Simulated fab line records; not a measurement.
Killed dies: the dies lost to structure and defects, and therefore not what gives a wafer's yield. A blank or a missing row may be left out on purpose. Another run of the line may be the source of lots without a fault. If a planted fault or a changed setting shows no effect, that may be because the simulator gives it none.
fab line records    flow rit_cmos    part 2 of 2: steps 41 to 52 of 52
record: lots: 5  wafers: 15  last_day: 7
route steps=202 shown PWELL@41 WELLDRIVE@50 NWELL@51 NRETRO@53 PRETRO@64 GATE@75 FOX2@80
lots with no fault: from the same line, run without faults
start_h: the number of hours between the record's first day and the start of the first shown wafer of the lot    wait_h: hours since the lot's step before    " identical to the entry in the row above    L1.1+2: a row that stands for several wafers    - either no value or no given start    * or withheld: withheld    < > ~ a bound
route shown NAME@n: names a module that has steps shown in the file, with the first one's number in the route    usual: the fault-free wafers' mean and standard deviation    same: alike in all rows    chamber/n: place in a boat    sites: each site's reading    _std_site: standard deviation of those values    _edge_site: outer sites' mean less inner sites'    radius_mm: how far each site lies from the wafer's centre    mask NAME#n: copy n    behind: tool/chamber where the wafer was last shaped    hold: reason for holding the lot/hours on hold/outcome of the hold    device: which transistor (n, p or np) failed to switch    end of line: tests of these same wafers at the route's end    a step given without rows: its recipe and nothing more    killed: not the wafer's yield, but the dies lost to structure and defects at the first sort    map: shows each die of a wafer: x if killed, . if not, _ if none is there
set.NAME: the run value of the setting; set.NAME@STEP: its run value at that earlier step    model.NAME: the simulator's own value behind a step, which no gauge read
certain route steps with their lots: each step a table, each wafer a row
services: from which hour (start_h, from the record's first day; less than 0 if before it) a tool's chamber was out of use, for how many hours, and why
== steps ==
step: RIT_GATE_OXIDATION_05
recipe: temp_c: 900  ambient: O2  target_thk_a: 30  ox_time_s: 270
usual: zone_power_source_pct: 24.6/0.69
lot.wafer  tool        chamber  start_h  wait_h  zone_power_source_pct
L076.3     furnace-02  0        42.62    0.0     23.9
L076.4     "           0        "        "       23.7
L076.5     "           0        "        "       24.4
L080.2     furnace-01  0        63.33    0.0     23.7
L080.5     "           0        "        "       24.0
L080.6     "           0        "        "       23.9
L087.1     furnace-03  0        99.53    1.7     25.5
L087.2     "           0        "        "       26.2
L087.6     "           0        "        "       25.6
L092.2     furnace-03  0        131.30   3.6     25.5
L092.4     "           0        "        "       25.3
L092.6     "           0        "        "       25.4
L093.3     furnace-03  0        131.30   0.6     25.4
L093.5     "           0        "        "       25.8
L093.6     "           0        "        "       25.3
step: RIT_GATE_ANNEAL_06
recipe: temp_c: 900  time_s: 600  ambient: N2O
usual: zone_power_source_pct: 24.9/0.71
lot.wafer  tool        chamber  start_h  wait_h  zone_power_source_pct
L076.3     furnace-01  0        43.70    0.0     24.3
L076.4     "           0        "        "       23.8
L076.5     "           0        "        "       24.3
L080.2     furnace-03  0        64.40    0.0     25.5
L080.5     "           0        "        "       25.4
L080.6     "           0        "        "       25.6
L087.1     furnace-03  0        103.16   2.5     25.7
L087.2     "           0        "        "       25.7
L087.6     "           0        "        "       25.5
L092.2     furnace-03  0        132.37   0.0     26.0
L092.4     "           0        "        "       25.5
L092.6     "           0        "        "       25.9
L093.3     furnace-03  0        132.37   0.0     25.4
L093.5     "           0        "        "       25.7
L093.6     "           0        "        "       25.3
step: RIT_GATE_THK_MEAS_07
recipe: reads: SiO2_of_GATE_OXIDATION_05
usual: GATE_OXIDE_THK: 3.00/0.061
lot.wafer  tool           chamber  start_h  wait_h  GATE_OXIDE_THK[nm]
L076.3     film_metro-03  -        43.97    0.0     3.02
L076.4     "              -        "        "       3.02
L076.5     "              -        "        "       3.02
L080.2     film_metro-03  -        64.66    0.0     3.09
L080.5     "              -        "        "       3.07
L080.6     "              -        "        "       3.01
L087.1     film_metro-01  -        103.41   0.0     3.00
L087.2     "              -        "        "       2.88
L087.6     "              -        "        "       2.97
L092.2     film_metro-03  -        132.63   0.0     2.97
L092.4     "              -        "        "       3.02
L092.6     "              -        "        "       2.97
L093.3     film_metro-01  -        132.64   0.0     3.05
L093.5     "              -        "        "       3.06
L093.6     "              -        "        "       3.00
step: RIT_GATE_CVD_08
recipe: material: poly-Si  target_thk_nm: 250  temp_c: 610  precursor: SiH4  time_s: 2220  pressure_mtorr: 300  sih4_flow_sccm: 100
usual: susceptor_temp_C: 609.96/0.28  zone_power_source_pct: 11.2/0.99
lot.wafer  tool      chamber  start_h  wait_h  susceptor_temp_C  zone_power_source_pct
L076.3     lpcvd-01  0        44.01    0.0     609.78            10.8
L076.4     "         0        "        "       609.94            10.8
L076.5     "         0        "        "       609.46            11.0
L080.2     lpcvd-01  0        64.71    0.0     609.98            10.8
L080.5     "         0        "        "       609.67            10.7
L080.6     "         0        "        "       609.94            10.6
L087.1     lpcvd-01  0        103.47   0.1     609.40            10.8
L087.2     "         0        "        "       609.94            10.7
L087.6     "         0        "        "       609.62            10.7
L092.2     lpcvd-01  0        133.82   1.2     609.62            10.6
L092.4     "         0        "        "       609.51            10.6
L092.6     "         0        "        "       609.95            10.7
L093.3     lpcvd-01  0        133.82   1.2     610.25            10.7
L093.5     "         0        "        "       609.98            10.7
L093.6     "         0        "        "       610.31            10.7
step: RIT_GATE_THK_MEAS_09
recipe: reads: poly-Si_of_GATE_CVD_08
usual: GATE_POLY_THK: 250.8/2
lot.wafer  tool           chamber  start_h  wait_h  GATE_POLY_THK[nm]
L076.3     film_metro-03  -        45.64    0.0     253.8
L076.4     "              -        "        "       253.8
L076.5     "              -        "        "       253.6
L080.2     film_metro-03  -        66.34    0.0     252.1
L080.5     "              -        "        "       253.2
L080.6     "              -        "        "       251.7
L087.1     film_metro-02  -        105.08   0.0     250.0
L087.2     "              -        "        "       252.1
L087.6     "              -        "        "       252.3
L092.2     film_metro-02  -        135.44   0.0     251.9
L092.4     "              -        "        "       254.0
L092.6     "              -        "        "       251.2
L093.3     film_metro-01  -        135.45   0.0     250.5
L093.5     "              -        "        "       252.4
L093.6     "              -        "        "       250.2
step: RIT_GATE_HMDS_10
recipe: prime_time_s: 60  prime_temp_c: 140
lot.wafer   tool            chamber  start_h  wait_h
L076.3+4+5  litho_track-04  0        45.74    0.1
L080.2+5+6  litho_track-02  0        66.41    0.1
L087.1+2+6  litho_track-02  0        105.14   0.1
L092.2+4+6  litho_track-02  0        135.54   0.1
L093.3+5+6  litho_track-01  0        135.54   0.1
step: RIT_GATE_COAT_11
recipe: resist: NOVOLAK  spin_rpm: 4250  resist_thk_nm: 850
lot.wafer   tool            chamber  start_h  wait_h
L076.3+4+5  litho_track-04  0        45.89    0.1
L080.2+5+6  litho_track-02  0        66.56    0.1
L087.1+2+6  litho_track-02  0        105.29   0.1
L092.2+4+6  litho_track-02  0        135.69   0.1
L093.3+5+6  litho_track-01  0        135.69   0.1
step: RIT_GATE_SOFTBAKE_12
recipe: resist: NOVOLAK  temp_c: 90  time_s: 60
lot.wafer   tool            chamber  start_h  wait_h
L076.3+4+5  litho_track-04  0        46.04    0.1
L080.2+5+6  litho_track-02  0        66.71    0.1
L087.1+2+6  litho_track-02  0        105.44   0.1
L092.2+4+6  litho_track-02  0        135.84   0.1
L093.3+5+6  litho_track-01  0        135.84   0.1
step: RIT_GATE_EXPOSE_13
recipe: mask_id: M6  na: 0.6  source_shape: conventional  sigma_outer: 0.6  target_cd_nm: 150  dose_mj: 380
lot.wafer   tool              chamber  start_h  wait_h  mask
L076.3+4+5  iline_stepper-02  0        46.30    0.2     M6#0
L080.2+5+6  iline_stepper-02  0        66.98    0.2     M6#0
L087.1+2+6  iline_stepper-01  0        105.59   0.1     M6#0
L093.3+5+6  iline_stepper-02  0        136.11   0.2     M6#0
L092.2+4+6  iline_stepper-01  0        136.33   0.5     M6#0
step: RIT_GATE_PEB_14
recipe: resist: NOVOLAK  temp_c: withheld  time_s: withheld
lot.wafer   tool            chamber  start_h  wait_h
L076.3+4+5  litho_track-01  0        46.57    0.3
L080.2+5+6  litho_track-02  0        67.10    0.1
L087.1+2+6  litho_track-01  0        105.71   0.1
L093.3+5+6  litho_track-02  0        136.23   0.1
L092.2+4+6  litho_track-01  0        136.45   0.1
step: RIT_GATE_DEVELOP_15
recipe: resist: NOVOLAK  develop_time_s: 50  dev_temp_c: 23
lot.wafer   tool            chamber  start_h  wait_h
L076.3+4+5  litho_track-01  0        -        -
L080.2+5+6  litho_track-02  0        -        -
L087.1+2+6  litho_track-01  0        -        -
L093.3+5+6  litho_track-02  0        -        -
L092.2+4+6  litho_track-01  0        -        -
step: RIT_GATE_CD_MEAS_16
recipe: target_cd_nm: 150
usual: cd_nm: 150.3/2.6
lot.wafer  tool       chamber  start_h  wait_h  cd_nm
L076.3     cd_sem-01  -        46.84    -       152.4
L076.4     "          -        "        "       153.5
L076.5     "          -        "        "       150.8
L080.2     cd_sem-02  -        67.38    -       152.8
L080.5     "          -        "        "       151.1
L080.6     "          -        "        "       151.4
L087.1     cd_sem-02  -        105.99   -       146.3
L087.2     "          -        "        "       148.7
L087.6     "          -        "        "       148.0
L093.3     cd_sem-02  -        136.51   -       151.4
L093.5     "          -        "        "       154.6
L093.6     "          -        "        "       152.1
L092.2     cd_sem-01  -        136.73   -       151.0
L092.4     "          -        "        "       152.0
L092.6     "          -        "        "       150.1
== services ==
tool              chamber  start_h  hours  kind
iline_stepper-02  -        8.39     1.7    pm
plasma_asher-01   -        18.18    1.8    repair
plasma_asher-01   -        19.20    6.0    repair
furnace-04        -        27.05    2.7    pm
furnace-01        -        28.89    2.7    pm
plasma_asher-02   -        43.78    0.9    repair
furnace-03        -        51.46    3.2    pm
plasma_asher-03   -        56.69    2.8    pm
implanter-03      -        57.48    2.4    pm
iline_stepper-01  -        58.87    1.7    pm
lpcvd-01          -        61.69    1.1    repair
iline_stepper-02  -        67.08    4.4    pm
furnace-02        -        83.08    75.5   pm
iline_stepper-01  -        89.14    1.5    repair
implanter-03      -        91.23    1.7    repair
implanter-04      -        106.25   4.0    repair
iline_stepper-01  0        108.09   -      calibration
plasma_asher-03   -        108.75   9.0    pm
plasma_asher-03   0        108.75   9.0    vent_cycle
plasma_asher-03   1        108.75   9.0    vent_cycle
implanter-01      -        110.63   8.1    repair
furnace-01        -        126.78   3.6    pm
furnace-04        -        130.90   11.8   repair
implanter-04      -        132.64   3.3    pm
